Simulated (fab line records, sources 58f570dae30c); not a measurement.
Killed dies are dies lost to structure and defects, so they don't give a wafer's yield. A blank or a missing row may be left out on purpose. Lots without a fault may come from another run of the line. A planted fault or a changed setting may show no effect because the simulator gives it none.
A struck lot beside a sound one | flow berkeley_cmos170 | 13 steps out of a route of 331
Sound: wafers L641.1, L641.2, L641.5. Struck: wafers L647.2, L647.3, L647.6. The cause comes at the end.
At each step with rows: each side's tool, then ch and its chambers, then its first start. Under that, the readings that differ: sound wafers | struck wafers | difference of the means | sigmas: that difference in standard deviations of wafers without a fault.
alike: readings whose means differ by less than 2 such deviations, and words and numbers that are the same on both sides. not compared: withheld readings, readings that some wafer has no value for, bounds like >300 that may hide the same value, and numbers for which the record gives no deviation and whose values overlap.
The two part at a step that has a row with sigmas, a row that says differs or no value, or rows on one side only. Numbers that don't overlap but have no deviation are shown without sigmas and don't part them. A reading that every wafer of one side lacks parts them only if that side has two wafers or more.

first, 3 steps without rows for these wafers: UCB170_PWELL_EXPOSE_10 (exposes mask PWELL, target cd 3000 nm); UCB170_PWELL_PEB_11; UCB170_PWELL_DEVELOP_12 (develop time 45 s).
UCB170_PWELL_OVL_MEAS_13:
  sound on overlay-02, day 4 21:22; struck on overlay-01, day 6 06:30
  alike: PWELL_OVL
UCB170_PWELL_ETCH_14: etches Si3N4 in CH3F/Ar/O2, stops on SiO2, target depth 242 nm, time 151 s.
  sound on rie_diel-02 ch 1,2,3, day 4 21:25; struck on rie_diel-03 ch 0,1,3, day 6 06:32
  alike: chamber_pressure_mTorr, drypump_motor_current_A, oes_product_au, throttle_valve_pct
  not compared: rf_hours_counter_h
then, 1 step without rows for these wafers: UCB170_PWELL_IMPLANT_15.
UCB170_PWELL_STRIP_16: strips in O2.
  sound on plasma_asher-02 ch 0,1, day 4 21:40; struck on plasma_asher-04 ch 0,1, day 6 06:47
  alike: chamber_pressure_mTorr, drypump_motor_current_A, oes_product_au, strip_time_to_endpoint_s
  not compared: rf_hours_counter_h
UCB170_PWELL_TW_MEAS_17:
  sound on film_metro-04, day 4 21:46; struck on film_metro-01, day 6 06:53
  reading  | sound             | struck            | difference | sigmas
  PWELL_TW | 385.8 385.2 384.1 | 379.8 380.2 382.0 | -4.4       | -3
then, 4 steps without rows for these wafers: UCB170_PWELL_CLEAN_18 (cleans in SPM, time 600 s); UCB170_PWELL_WET_ETCH_19 (etches Si3N4 in H3PO4, time 14400 s); UCB170_PWELL_WET_ETCH_20 (etches SiO2 in BOE, time 22 s); UCB170_WELLDRIVE_CLEAN_00 (cleans in SPM, time 600 s).
UCB170_WELLDRIVE_OXIDATION_01: target thk 199 nm, ox time 9000 s.
  sound on furnace-02 ch 0, day 5 07:11; struck on furnace-02, day 6 15:47
  no value came back on the struck wafers for ox_temp_c (C), ox_temp_c_max, spike_tc_source_C (C), zone_power_load_pct (%); on the sound wafers ox_temp_c (C) reads 1100.0 1099.3 1099.6

WHERE THEY PART
First at UCB170_PWELL_TW_MEAS_17; last, within this record, at UCB170_WELLDRIVE_OXIDATION_01.

WHY: what the simulator had put in
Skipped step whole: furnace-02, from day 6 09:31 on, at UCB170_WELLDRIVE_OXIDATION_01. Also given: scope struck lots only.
